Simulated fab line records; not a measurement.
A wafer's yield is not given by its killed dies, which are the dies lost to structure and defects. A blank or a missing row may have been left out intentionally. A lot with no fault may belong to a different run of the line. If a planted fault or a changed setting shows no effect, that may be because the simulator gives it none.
Problem report in the 8D (eight disciplines) form, filled by code | flow rit-cmos | the parts of the form that need people (team, actions taken, sign-off) are left out

## 1. WHAT WENT WRONG
Wafers without a fault read 0.1, standard deviation 0.31; killed-at-contacts at RIT_M1_PROBE_99 reads a mean of 23.0 on 2 wafers belonging to 2 lots. Measured from the usual mean, that is +74 standard deviations.
First observed at day 6 12:13: wafer L948.5, on prober-02. At this step, 42 wafers from 14 lots have a number in the record. By rule, "out" or "out of limits" means more than 4 standard deviations away from the usual mean. All remaining wafers that have a number are taken as sound.

## 2. WHAT THIS IS AND IS NOT
question                    | is                              | is not
which readings at this step | killed-at-contacts, killed-dies | killed-short
which lots                  | L948, L949                      | L934, L935, L936, L937, L938, L939, L940, L941, L943, L945, L955, L957
which wafers of those lots  | L948.5, L949.1                  | L948.4, L948.6, L949.2, L949.4
read on which tools         | prober-01, prober-02            | -
when                        | from day 6 12:13                | up to then (31 sound wafers); but 9 sound wafers of L948, L949, L955, L957 came after

## 3. THE SUSPECTS, EACH WITH WHAT RULES IT OUT
Counting: if a tool at a process step up to the reading ran every lot that is out, it stays a suspect. Sound lots after the first of them don't rule it out here, since some wafers of a struck lot are sound.
- plasma-asher-04 at RIT_CONTACT_STRIP_12 (strips in O2, time 180 s): kept. It ran every lot that is out, first L948 (day 6 07:07); its last sound lot up to then is L943 (day 5 09:50).
- Within plasma-asher-04 at RIT_CONTACT_STRIP_12, the wafers that are out were processed in chamber 0 and their sound lot-mates in chamber 1.
Left after counting: plasma-asher-04 at RIT_CONTACT_STRIP_12.

## 4. THE CAUSE (what the simulator had put in)
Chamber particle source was plasma-asher-04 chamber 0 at RIT_CONTACT_STRIP_12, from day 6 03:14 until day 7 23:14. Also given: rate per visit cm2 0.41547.
The count eliminated every tool but this one.

## 5. THE EFFECT CHAIN, in route order
One row per reading whose mean, taken over the struck wafers that have a number, lies over 3 standard deviations from the usual. Scope: only readings with a usual standard deviation given in the record; hours: median across lots of the time from each lot's start at the first step in this table that gives one to its start at this step; sigmas: change in usual standard deviations.
hours | step            | reading            | usual | on struck wafers | change | sigmas
0     | RIT_M1_PROBE_99 | killed-at-contacts | 0.1   | 23.0             | +22.9  | +74
0     | RIT_M1_PROBE_99 | killed-dies        | 8     | 29               | +21    | +6.6
0     | RIT_M1_PROBE_99 | killed-on-rim      | 2.1   | 7.5              | +5.4   | +3.4
Process steps it contains:
- RIT_M1_PROBE_99

## 6. HOW IT WOULD HAVE BEEN CAUGHT EARLIER
The fault began at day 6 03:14; the first out-of-limits reading in this record came at day 6 12:13, 9 hours later.
An alarm limit of 4 standard deviations would not have fired on the tool readings at RIT_CONTACT_STRIP_12 for which the record gives a usual standard deviation, since none of them was out on any struck wafer.
All the lots that are out (2) had begun RIT_CONTACT_STRIP_12 on plasma-asher-04 by day 6 12:13. None of them would have been spared by holding the tool at that moment.
